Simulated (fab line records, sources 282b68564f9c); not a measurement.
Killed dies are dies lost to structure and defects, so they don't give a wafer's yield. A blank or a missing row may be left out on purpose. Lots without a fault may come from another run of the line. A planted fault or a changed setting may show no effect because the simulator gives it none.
fab line records | flow rit_cmos
record lots=15 wafers=45 last_day=8
route steps=202 shown M1@184
lots that met no fault: from a run of the same line without faults
start_h: hours from the record's first day to the start of the lot's first wafer shown | wait_h: hours since the lot's step before | " the same as in the row above | L1.1+2: a row that stands for several wafers | - no value, or no start given | * or withheld: withheld | < > ~ a bound
route shown NAME@n: a module of which the file shows steps, and the number in the route of the first | usual: mean/standard deviation of fault-free wafers | same: alike in all rows | chamber/n: place in a boat | sites: the reading at each site | _std_site: their standard deviation | _edge_site: outer sites' mean less inner sites' | radius_mm: how far each site lies from the wafer's centre | mask NAME#n: copy n | behind: the tool/chamber that last shaped the wafer | hold: why the lot was held/for how many hours/how that ended | device: the transistor (n, p or np) that didn't switch | end of line: the same wafers' tests at the end of the route | a step without rows: its recipe alone | killed: dies lost to structure and defects at the first sort, not the wafer's yield | map: a wafer's dies, x killed, . not, _ none there
set.NAME: the setting as run; set.NAME@STEP: as run at that earlier step | model.NAME: the simulator's own value behind a step, which no gauge read
steps of the route over a sample of lots; a table a step, a row a wafer
services: from which hour (start_h, from the record's first day; less than 0 if before it) a tool's chamber was out of use, for how many hours, and why
## steps
# step RIT_M1_SPUTTER_00
# recipe material=Al target_thk_nm=400 power_w=2000 chamber_pressure_pa=0.4 gas=Ar time_s=500 substrate_temp_c=25
# usual chamber_pressure_pa=0.4000/0.00081 throttle_valve_pct=30.3/0.74
# columns lot.wafer tool chamber start_h wait_h chamber_pressure_pa throttle_valve_pct
L953.3 pvd_sputter-02 - 57.59 0.0 0.3993 29.4
L953.4 " - " " 0.3991 31.2
L953.6 " - " " 0.3998 30.0
L954.2 pvd_sputter-03 - 65.24 0.0 0.4010 28.9
L954.4 " - " " 0.3995 30.2
L954.6 " - " " 0.4003 31.2
L955.1 pvd_sputter-02 - 70.08 0.0 0.4003 31.2
L955.3 " - " " 0.4007 29.9
L955.6 " - " " 0.3999 31.2
L956.1 pvd_sputter-01 - 71.96 0.0 0.4008 29.9
L956.3 " - " " 0.3993 30.2
L956.6 " - " " 0.4003 30.0
L957.1 pvd_sputter-02 - 85.29 0.0 0.3990 31.1
L957.5 " - " " 0.3993 29.9
L957.6 " - " " 0.4002 29.7
L958.1 pvd_sputter-02 - 90.50 0.0 0.4012 30.9
L958.2 " - " " 0.3995 30.3
L958.4 " - " " 0.4008 31.2
L961.3 pvd_sputter-02 - 104.11 0.0 0.3992 31.1
L961.4 " - " " 0.4017 29.9
L961.5 " - " " 0.3993 29.7
L962.3 pvd_sputter-02 - 112.78 0.0 0.4013 29.5
L962.4 " - " " 0.4005 29.9
L962.6 " - " " 0.4009 30.1
L964.2 pvd_sputter-03 - 114.59 0.0 0.4008 31.0
L964.3 " - " " 0.3982 30.4
L964.6 " - " " 0.3994 30.3
L965.2 pvd_sputter-02 - 117.64 0.0 0.4000 31.4
L965.3 " - " " 0.4327 30.1
L965.4 " - " " 0.4004 29.6
L966.2 pvd_sputter-01 - 123.75 0.0 0.4005 29.9
L966.5 " - " " 0.3993 30.5
L966.6 " - " " 0.4009 29.9
L967.2 pvd_sputter-02 - 127.57 0.0 0.4021 29.4
L967.3 " - " " 0.4325 29.9
L967.5 " - " " 0.4319 29.9
L969.2 pvd_sputter-02 - 138.06 0.0 0.3995 30.0
L969.4 " - " " 0.4006 29.8
L969.6 " - " " 0.4320 30.2
L974.1 pvd_sputter-03 - 170.06 0.0 0.4002 28.5
L974.3 " - " " 0.4008 30.7
L974.5 " - " " 0.4021 31.0
L976.1 pvd_sputter-03 - 177.63 0.0 0.3993 29.3
L976.2 " - " " 0.4004 30.9
L976.6 " - " " 0.4005 28.5
# step RIT_M1_RS_MEAS_01
# recipe thk_meas_gauge=four-point-probe reads=Al_of_M1_SPUTTER_00
# usual M1_AL_RS=0.0735/0.00066
# columns lot.wafer tool chamber start_h wait_h M1_AL_RS[ohm/sq]
L953.3 film_metro-03 - 57.93 0.2 0.0721
L953.4 " - " " 0.0732
L953.6 " - " " 0.0727
L954.2 film_metro-03 - 65.55 0.2 0.0749
L954.4 " - " " 0.0747
L954.6 " - " " 0.0742
L955.1 film_metro-02 - 70.37 0.1 0.0731
L955.3 " - " " 0.0737
L955.6 " - " " 0.0733
L956.1 film_metro-02 - 72.25 0.1 0.0743
L956.3 " - " " 0.0739
L956.6 " - " " 0.0742
L957.1 film_metro-01 - 85.59 0.1 0.0742
L957.5 " - " " 0.0737
L957.6 " - " " 0.0732
L958.1 film_metro-01 - 90.79 0.1 0.0732
L958.2 " - " " 0.0742
L958.4 " - " " 0.0733
L961.3 film_metro-03 - 104.44 0.2 0.0730
L961.4 " - " " 0.0740
L961.5 " - " " 0.0738
L962.3 film_metro-02 - 113.12 0.2 0.0721
L962.4 " - " " 0.0723
L962.6 " - " " 0.0724
L964.2 film_metro-03 - 114.90 0.2 0.0731
L964.3 " - " " 0.0731
L964.6 " - " " 0.0738
L965.2 film_metro-02 - 117.95 0.2 0.0742
L965.3 " - " " 0.0754
L965.4 " - " " 0.0737
L966.2 film_metro-03 - 124.07 0.2 0.0736
L966.5 " - " " 0.0742
L966.6 " - " " 0.0738
L967.2 film_metro-03 - 127.89 0.2 0.0728
L967.3 " - " " 0.0749
L967.5 " - " " 0.0759
L969.2 film_metro-02 - 138.38 0.2 0.0733
L969.4 " - " " 0.0735
L969.6 " - " " 0.0757
L974.1 film_metro-01 - 170.35 0.1 0.0737
L974.3 " - " " 0.0736
L974.5 " - " " 0.0735
L976.1 film_metro-02 - 177.93 0.1 0.0730
L976.2 " - " " 0.0733
L976.6 " - " " 0.0730
# step RIT_M1_PROBE_99
# usual defect_limited_yield=97.5/1.2 killed_at_M0_to_M3=0.0/0.12 killed_at_contacts=0.1/0.32 killed_at_front_end=6/3.1 killed_dies=7/3.2 killed_open=3.1/1.9 killed_short=3.5/2.2 sort_bin_3_pad_short=0.2/0.24 sort_bin_5_function=1.5/0.86 sort_bin_6_memory=0.9/0.59 sort_n_pass=257/3.2 sort_yield_pct=97.5/1.2
# same gross_dies=264 killed_at_M4_up=0 killed_at_back_side=0 killed_at_other=0
# columns lot.wafer tool chamber start_h wait_h defect_limited_yield[%] killed_at_M0_to_M3 killed_at_contacts killed_at_front_end killed_dies killed_open killed_short sort_bin_3_pad_short[%] sort_bin_5_function[%] sort_bin_6_memory[%] sort_n_pass sort_yield_pct[%]
L961.3 prober-02 - 108.38 0.2 95.5 0 1 11 12 9 3 0 2.7 1.9 252 95.5
L961.4 prober-02 - 108.43 0.2 96.2 0 0 10 10 6 4 0.4 2.7 0.8 254 96.2
L961.5 prober-02 - 108.48 0.2 94.7 0 0 14 14 6 8 1.1 2.7 1.5 250 94.7
L962.3 prober-02 - 117.41 0.2 97.3 0 0 7 7 2 5 0 1.5 1.1 257 97.3
L962.4 prober-02 - 117.46 0.2 98.5 0 0 4 4 4 0 0 0.8 0.8 260 98.5
L962.6 prober-02 - 117.56 0.2 97.3 0 1 6 7 4 3 0 2.3 0.4 257 97.3
L964.2 prober-01 - 118.86 0.1 98.5 0 0 4 4 1 3 0.4 0.4 0.8 260 98.5
L964.3 prober-01 - 118.91 0.2 97.7 0 0 6 6 4 2 0 1.5 0.8 258 97.7
L964.6 prober-01 - 119.06 0.2 95.1 0 0 13 13 5 8 0.4 3.0 1.5 251 95.1
L969.2 prober-02 - 142.30 0.1 96.6 0 0 9 9 4 5 0 1.9 1.5 255 96.6
L969.4 prober-02 - 142.40 0.2 98.5 0 0 4 4 3 1 0 0 1.5 260 98.5
L969.6 prober-02 - 142.50 0.2 98.1 0 1 4 5 1 4 0 1.5 0.4 259 98.1
# killed by level:class
L961.3 SPACER:geometric_particle:open=3 FOX1:geometric_particle:open=2 FOX2:geometric_particle:open=2 FOX1:geometric_particle:short=1 GATE:geometric_particle:open=1 REOX:geometric_particle:short=1 SILICIDE:geometric_particle:short=1 CONTACT:geometric_particle:open=1
L961.4 GATE:geometric_particle:short=4 GATE:geometric_particle:open=3 SPACER:geometric_particle:open=2 SILICIDE:geometric_particle:open=1
L961.5 FOX1:geometric_particle:short=2 FOX1:geometric_particle:open=2 GATE:geometric_particle:open=2 GATE:geometric_particle:short=2 SPACER:geometric_particle:short=2 SILICIDE:geometric_particle:short=2 FOX2:geometric_particle:open=1 SPACER:geometric_particle:open=1
L962.3 SPACER:geometric_particle:short=2 FOX1:geometric_particle:short=1 FOX2:geometric_particle:open=1 REOX:geometric_particle:short=1 SPACER:geometric_particle:open=1 SILICIDE:geometric_particle:short=1
L962.4 GATE:geometric_particle:open=3 REOX:geometric_particle:open=1
L962.6 GATE:geometric_particle:short=2 GATE:geometric_particle:open=1 REOX:geometric_particle:open=1 SPACER:geometric_particle:short=1 SPACER:geometric_particle:open=1 CONTACT:geometric_particle:open=1
L964.2 FOX1:geometric_particle:short=1 GATE:geometric_particle:short=1 SILICIDE:geometric_particle:short=1 SILICIDE:geometric_particle:open=1
L964.3 SILICIDE:geometric_particle:open=2 FOX2:geometric_particle:short=1 GATE:geometric_particle:short=1 GATE:geometric_particle:open=1 SPACER:geometric_particle:open=1
L964.6 GATE:geometric_particle:open=3 FOX2:geometric_particle:short=2 GATE:geometric_particle:short=2 REOX:geometric_particle:short=2 REOX:geometric_particle:open=2 FOX1:geometric_particle:short=1 SILICIDE:geometric_particle:short=1
L969.2 GATE:geometric_particle:short=4 SILICIDE:geometric_particle:open=2 FOX1:geometric_particle:open=1 SPACER:geometric_particle:open=1 SILICIDE:geometric_particle:short=1
L969.4 FOX1:geometric_particle:short=1 FOX2:geometric_particle:open=1 GATE:geometric_particle:open=1 SILICIDE:geometric_particle:open=1
L969.6 FOX2:geometric_particle:short=2 GATE:geometric_particle:open=1 CONTACT:geometric_particle:short=1 STARTING-WAFER:geometric_particle:short=1
## services
# columns tool chamber start_h hours kind
pvd_sputter-02 - 45.92 7.7 repair
pvd_sputter-01 - 53.00 2.6 repair
pvd_sputter-03 - 68.93 4.9 repair
pvd_sputter-02 - 81.01 1.1 repair
pvd_sputter-03 - 87.88 5.0 repair
pvd_sputter-02 - 172.59 1.0 repair
## key
first_sign step=RIT_M1_SPUTTER_00 reading=chamber_pressure_pa direction=up sigmas=40 usual=0.4000 struck=0.4323
effect step=RIT_M1_RS_MEAS_01 reading=M1_AL_RS direction=up sigmas=3 usual=0.0735 struck=0.0755
met_at RIT_M1_SPUTTER_00
struck_lots L965,L967,L969
struck_wafers L965.3,L967.3,L967.5,L969.6
onset_between 104.11 117.64
fault kind=process_parameter_drift tool=pvd_sputter-02 chamber=- onset_h=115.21 steps=RIT_M1_SPUTTER_00 channel=chamber_pressure_pa offset=0.031843 shape=step end_h=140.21 stated=0.4 scope=struck_wafers_only
